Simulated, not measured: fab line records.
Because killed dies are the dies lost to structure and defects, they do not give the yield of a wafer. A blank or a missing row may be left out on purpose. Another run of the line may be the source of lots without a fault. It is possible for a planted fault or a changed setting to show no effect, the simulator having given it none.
fab line records	flow berkeley_cmos170
record lots=6	wafers=18	last_day=11
route steps=331 shown CONTACT@237 M1@238
lots that met no fault: from a run of the same line without faults
start_h: the number of hours between the record's first day and the start of the first shown wafer of the lot	wait_h: time in hours since the lot's previous step	" unchanged from the row above	L1.1+2: a single row standing in for several wafers	- value missing, or start not given	* or withheld: withheld	< > ~ a bound
route shown NAME@n: a module of which the file shows steps, and the number in the route of the first	usual: mean/standard deviation of fault-free wafers	same: alike in all rows	chamber/n: place in a boat	sites: per-site readings	_std_site: standard deviation across them	_edge_site: inner sites' mean taken away from outer sites' mean	radius_mm: for every site, how far away it sits from the centre of the wafer	mask NAME#n: copy n	behind: the last tool/chamber to shape the wafer	hold: why the lot was held/for how many hours/how that ended	device: the transistor (n, p or np) that didn't switch	end of line: tests of these same wafers at the route's end	a step without rows: its recipe alone	killed: dies that structure and defects cost at the first sort, which is not the same as the wafer's yield	map: shows each die of a wafer: x if killed, . if not, _ if none is there
set.NAME: setting as actually run; set.NAME@STEP: the setting as run at that earlier step	model.NAME: the simulator's own value behind a step, which no gauge read
lots at some steps of the route; a table a step, a row a wafer
services: the hour from which a tool's chamber was out of use, counted from the record's first day as start_h (under 0 if before that day), plus the number of hours and why
## steps
# step UCB170_CONTACT_CLEAN_20
# recipe chemistry=SPM	temp_c=120	time_s=600
# step UCB170_M1_SPUTTER_00
# recipe material=Al	target_thk_nm=600	time_s=80	power_w=6000	chamber_pressure_pa=0.5
# usual throttle_valve_pct=30.4/0.89
lot.wafer	tool	chamber	start_h	wait_h	throttle_valve_pct
L823.1	pvd_sputter-04	-	163.98	0.0	30.6
L823.2	"	-	"	"	29.9
L823.4	"	-	"	"	30.5
L827.1	pvd_sputter-03	-	168.00	0.0	30.6
L827.2	"	-	"	"	31.0
L827.6	"	-	"	"	30.9
L829.2	pvd_sputter-04	-	185.39	0.0	30.8
L829.4	"	-	"	"	30.0
L829.6	"	-	"	"	30.5
L836.1	pvd_sputter-03	-	229.50	0.0	30.1
L836.3	"	-	"	"	31.2
L836.4	"	-	"	"	30.4
L840.2	pvd_sputter-04	-	242.89	0.0	31.0
L840.3	"	-	"	"	30.1
L840.4	"	-	"	"	30.6
L843.1	pvd_sputter-01	-	255.71	0.0	30.4
L843.3	"	-	"	"	30.2
L843.6	"	-	"	"	32.4
# step UCB170_M1_RS_MEAS_01
# recipe thk_meas_gauge=four-point-probe	reads=Al_of_M1_SPUTTER_00
# usual M1_AL_RS=0.0484/0.00067
lot.wafer	tool	chamber	start_h	wait_h	M1_AL_RS[ohm/sq]
L823.1	film_metro-04	-	164.04	0.0	0.0485
L823.2	"	-	"	"	0.0478
L823.4	"	-	"	"	0.0483
L827.1	film_metro-01	-	168.06	0.0	0.0493
L827.2	"	-	"	"	0.0477
L827.6	"	-	"	"	0.0480
L829.2	film_metro-04	-	185.48	0.1	0.0482
L829.4	"	-	"	"	0.0484
L829.6	"	-	"	"	0.0483
L836.1	film_metro-04	-	229.56	0.0	0.0481
L836.3	"	-	"	"	0.0486
L836.4	"	-	"	"	0.0495
L840.2	film_metro-04	-	242.97	0.1	0.0483
L840.3	"	-	"	"	0.0484
L840.4	"	-	"	"	0.0483
L843.1	film_metro-04	-	255.77	0.0	0.0483
L843.3	"	-	"	"	0.0486
L843.6	"	-	"	"	0.0484
# step UCB170_M1_THK_MEAS_02
# recipe thk_meas_gauge=xrf	reads=Al_of_M1_SPUTTER_00
# usual M1_AL_THK=603/8.7
lot.wafer	tool	chamber	start_h	wait_h	M1_AL_THK[nm]
L823.1	film_metro-04	-	164.16	0.1	600
L823.2	"	-	"	"	609
L823.4	"	-	"	"	604
L827.1	film_metro-01	-	168.18	0.1	593
L827.2	"	-	"	"	612
L827.6	"	-	"	"	609
L829.2	film_metro-04	-	185.59	0.1	606
L829.4	"	-	"	"	603
L829.6	"	-	"	"	607
L836.1	film_metro-04	-	229.68	0.1	604
L836.3	"	-	"	"	596
L836.4	"	-	"	"	587
L840.2	film_metro-04	-	243.08	0.1	599
L840.3	"	-	"	"	602
L840.4	"	-	"	"	605
L843.1	film_metro-04	-	255.89	0.1	604
L843.3	"	-	"	"	598
L843.6	"	-	"	"	602
# step UCB170_M1_COAT_03
# recipe resist=BARC	temp_c=withheld	time_s=withheld	spin_rpm=3000	resist_thk_nm=withheld
# step UCB170_M1_COAT_04
# recipe resist=KrF	spin_rpm=1500	resist_thk_nm=911.6
# step UCB170_M1_SOFTBAKE_05
# recipe resist=KrF	temp_c=130	time_s=60
# step UCB170_M1_EXPOSE_06
# recipe mask_id=METAL1	target_cd_nm=700	na=0.5	sigma_outer=0.6	source_shape=conventional	dose_mj=21
# step UCB170_M1_PEB_07
# recipe peb_temp_c=130	peb_time_s=withheld	resist=KrF
# step UCB170_M1_DEVELOP_08
# recipe developer=TMAH	develop_time_s=45	resist=KrF	dev_temp_c=21
# step UCB170_M1_CD_MEAS_09
# recipe target_cd_nm=700
# usual cd_nm=700.2/1.5
lot.wafer	tool	chamber	start_h	wait_h	cd_nm
L823.1	cd_sem-01	-	165.19	-	701.4
L823.2	"	-	"	"	701.9
L823.4	"	-	"	"	701.2
L827.1	cd_sem-01	-	169.62	-	700.5
L827.2	"	-	"	"	698.2
L827.6	"	-	"	"	697.6
L829.2	cd_sem-01	-	186.66	-	701.3
L829.4	"	-	"	"	700.4
L829.6	"	-	"	"	701.6
L836.1	cd_sem-02	-	230.73	-	702.1
L836.3	"	-	"	"	701.1
L836.4	"	-	"	"	702.0
L840.2	cd_sem-01	-	246.08	-	702.5
L840.3	"	-	"	"	701.9
L840.4	"	-	"	"	702.6
L843.1	cd_sem-02	-	257.40	-	701.2
L843.3	"	-	"	"	701.6
L843.6	"	-	"	"	699.4
# step UCB170_M1_OVL_MEAS_10
# usual M1_OVL=-2/5.6
lot.wafer	tool	chamber	start_h	wait_h	M1_OVL[nm]
L823.1	overlay-02	-	165.31	0.1	-9
L823.2	"	-	"	"	2
L823.4	"	-	"	"	1
L827.1	overlay-02	-	169.74	0.1	4
L827.2	"	-	"	"	-4
L827.6	"	-	"	"	1
L829.2	overlay-02	-	186.76	0.1	-10
L829.4	"	-	"	"	-11
L829.6	"	-	"	"	-11
L836.1	overlay-02	-	230.85	0.1	-1
L836.3	"	-	"	"	8
L836.4	"	-	"	"	-8
L840.2	overlay-01	-	246.18	0.1	3
L840.3	"	-	"	"	-3
L840.4	"	-	"	"	3
L843.1	overlay-02	-	257.52	0.1	-10
L843.3	"	-	"	"	-5
L843.6	"	-	"	"	-5
# step UCB170_M1_ETCH_11
# recipe chemistry=N2/H2	target_depth_a=withheld	overetch_a=withheld	target=BARC	time_s=withheld	source_w=500	bias_w=100	pressure_mtorr=30	n2_flow_sccm=100	h2_flow_sccm=200
# usual bias_w=100.0/0.31	chamber_pressure_mTorr=29.996/0.028	drypump_motor_current_A=5.5/0.46	n2_flow_sccm=100.0/0.32	oes_product_au=1.004/0.022	throttle_valve_pct=13.31/0.13
lot.wafer	tool	chamber	start_h	wait_h	bias_w	chamber_pressure_mTorr	drypump_motor_current_A	n2_flow_sccm	oes_product_au	throttle_valve_pct
L823.1	rie_diel-03	1	165.34	0.0	99.7	29.993	5.0	99.8	0.983	13.35
L823.2	"	2	"	"	100.0	29.999	6.0	100.6	1.028	13.16
L823.4	"	3	"	"	100.4	29.992	5.7	100.2	1.023	13.20
L827.1	rie_diel-04	0	169.78	0.0	-	-	-	-	-	-
L827.2	"	3	"	"	-	-	-	-	-	-
L827.6	"	3	"	"	-	-	-	-	-	-
L829.2	rie_diel-03	0	186.79	0.0	-	-	-	-	-	-
L829.4	"	3	"	"	-	-	-	-	-	-
L829.6	"	2	"	"	-	-	-	-	-	-
L836.1	rie_diel-03	1	230.88	0.0	100.2	29.965	5.0	100.1	0.979	13.35
L836.3	"	0	"	"	100.0	30.014	5.8	99.8	1.061	13.24
L836.4	"	3	"	"	100.1	30.036	5.7	100.0	1.019	13.20
L840.2	rie_diel-01	0	246.21	0.0	100.3	29.980	5.4	100.4	1.019	13.43
L840.3	"	1	"	"	99.5	29.998	5.2	100.0	1.006	13.50
L840.4	"	2	"	"	99.3	29.969	4.7	99.9	0.995	13.16
L843.1	rie_diel-01	1	257.56	0.0	100.3	29.958	5.2	99.7	1.014	13.50
L843.3	"	0	"	"	100.5	30.015	5.4	100.0	1.019	13.44
L843.6	"	2	"	"	100.0	30.056	4.7	100.1	0.987	13.17
# step UCB170_M1_METAL_ETCH_12
# recipe chemistry=Cl2/BCl3	target=Al	stop_on=PSG	pressure_mtorr=12	target_depth_a=7800	over_etch_frac=0.3	time_s=130	icp_w=600	bias_w=120	Cl2_flow_sccm=90	bcl3_flow_sccm=45
# usual bcl3_flow_sccm=45.00/0.13	bias_w=120.1/0.36	drypump_motor_current_A=5.7/0.38	oes_product_au=0.858/0.015	throttle_valve_pct=24.36/0.12
lot.wafer	tool	chamber	start_h	wait_h	bcl3_flow_sccm	bias_w	drypump_motor_current_A	oes_product_au	rf_hours_counter_h	throttle_valve_pct
L823.1	rie_metal-03	1	165.38	-	44.64	120.3	6.0	0.859	3.0	24.50
L823.2	"	0	"	"	45.19	119.8	5.6	0.847	5.8	24.26
L823.4	"	1	"	"	44.83	119.9	6.0	0.863	-	24.51
L827.1	rie_metal-02	0	169.82	-	45.02	120.6	5.6	0.374	0.2	24.69
L827.2	"	1	"	"	45.01	120.2	5.7	0.370	5.8	24.43
L827.6	"	1	"	"	44.94	120.0	5.7	0.379	-	24.43
L829.2	rie_metal-02	1	186.84	-	45.24	119.8	5.7	0.381	6.3	24.44
L829.4	"	1	"	"	45.05	120.4	5.7	0.379	-	24.42
L829.6	"	0	"	"	44.91	119.6	5.6	0.375	-	24.69
L836.1	rie_metal-03	1	230.93	-	44.98	120.4	6.0	0.864	4.6	24.51
L836.3	"	1	"	"	45.18	120.5	6.0	0.860	-	24.51
L836.4	"	0	"	"	45.16	119.8	5.6	0.826	-	24.28
L840.2	rie_metal-02	1	246.26	-	44.93	120.5	5.7	0.865	7.6	24.19
L840.3	"	1	"	"	44.92	120.5	5.7	0.863	-	24.19
L840.4	"	0	"	"	44.91	120.3	5.6	0.858	-	24.47
L843.1	rie_metal-03	1	257.60	-	44.81	119.8	6.0	0.860	5.3	24.49
L843.3	"	1	"	"	45.05	120.3	5.9	0.862	-	24.50
L843.6	"	0	"	"	45.11	120.0	5.5	0.842	-	24.28
# step UCB170_M1_STRIP_13
# recipe chemistry=O2	power_w=400	pressure_mtorr=3500	platen_temp_c=withheld	o2_flow_sccm=400	overash_fraction=0.5
# usual drypump_motor_current_A=5.4/0.42	oes_product_au=0.721/0.0048
lot.wafer	tool	chamber	start_h	wait_h	drypump_motor_current_A	oes_product_au	rf_hours_counter_h
L823.1	plasma_asher-03	1	165.52	0.1	5.8	0.720	5
L823.2	"	0	"	"	5.6	0.723	5
L823.4	"	1	"	"	5.7	0.727	-
L827.1	plasma_asher-02	1	169.96	0.1	4.8	0.727	47
L827.2	"	0	"	"	5.4	0.714	47
L827.6	"	0	"	"	5.4	0.729	-
L829.2	plasma_asher-04	1	186.97	0.1	4.9	0.711	45
L829.4	"	1	"	"	4.9	0.724	-
L829.6	"	1	"	"	4.9	0.719	-
L836.1	plasma_asher-03	1	231.06	0.1	5.8	0.716	13
L836.3	"	0	"	"	5.6	0.714	-
L836.4	"	1	"	"	5.7	0.719	-
L840.2	plasma_asher-02	1	246.39	0.1	4.8	0.716	55
L840.3	"	1	"	"	4.7	0.722	-
L840.4	"	0	"	"	5.4	0.729	-
L843.1	plasma_asher-03	0	257.74	0.1	5.6	0.723	16
L843.3	"	1	"	"	5.7	0.718	-
L843.6	"	0	"	"	5.5	0.719	-
# step UCB170_M1_CD_MEAS_90
# recipe target_cd_nm=700
# usual cd_nm=699.4/3
lot.wafer	tool	chamber	start_h	wait_h	cd_nm
L823.1	cd_sem-02	-	165.62	0.1	699.3
L823.2	"	-	"	"	699.6
L823.4	"	-	"	"	697.9
L827.1	cd_sem-02	-	170.06	0.1	-
L827.2	"	-	"	"	-
L827.6	"	-	"	"	-
L829.2	cd_sem-02	-	187.09	0.1	-
L829.4	"	-	"	"	-
L829.6	"	-	"	"	-
L836.1	cd_sem-01	-	231.16	0.1	702.4
L836.3	"	-	"	"	697.1
L836.4	"	-	"	"	703.0
L840.2	cd_sem-02	-	246.56	0.1	705.4
L840.3	"	-	"	"	705.1
L840.4	"	-	"	"	700.7
L843.1	cd_sem-02	-	257.84	0.1	700.8
L843.3	"	-	"	"	696.7
L843.6	"	-	"	"	701.3
# step UCB170_M1_ANNEAL_14
# recipe temp_c=400	time_s=1200	ambient=forming_gas
## services
tool	chamber	start_h	hours	kind
pvd_sputter-01	-	140.31	7.0	repair
rie_diel-04	1	154.22	3.6	repair
rie_diel-01	-	170.48	0.4	repair
plasma_asher-04	-	171.55	7.5	repair
plasma_asher-04	-	174.15	1.8	repair
pvd_sputter-04	3	204.91	-	consumable_replace:kit
pvd_sputter-04	3	204.91	18.0	scheduled_down
pvd_sputter-04	3	204.91	18.0	vent_cycle
pvd_sputter-04	-	210.34	3.4	repair
rie_diel-03	-	213.80	1.6	repair
pvd_sputter-04	-	217.50	23.0	repair
rie_diel-03	2	223.10	14.8	repair
pvd_sputter-03	-	230.79	5.1	repair
rie_diel-03	-	247.00	0.2	repair
rie_diel-04	3	257.20	17.5	repair
## key
first_sign step=UCB170_M1_ETCH_11	reading=tool_record	direction=missing
effect step=UCB170_M1_METAL_ETCH_12	reading=oes_product_au	direction=down	sigmas=32	usual=0.858	struck=0.376
effect step=UCB170_M1_CD_MEAS_90	reading=cd_nm	direction=missing
met_at UCB170_M1_ETCH_11
struck_wafers L827.1,L827.2,L827.6,L829.2,L829.4,L829.6
later_rows_left_out L827.1,L827.2,L827.6,L829.2,L829.4,L829.6
sort_left_out L827.1,L827.2,L827.6,L829.2,L829.4,L829.6
onset_between 165.34 169.78
fault kind=skipped_step_whole	tool=rie_diel-03,rie_diel-04	chamber=-	onset_h=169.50	steps=UCB170_M1_ETCH_11	scope=struck_lots_only
# sort_left_out: the simulated sort isn't trusted on such a fault, so these wafers' sort isn't shown, and their yield isn't known
# later_rows_left_out: the simulator's readings of these wafers behind a module that went badly wrong aren't trusted and aren't shown, but for the sort
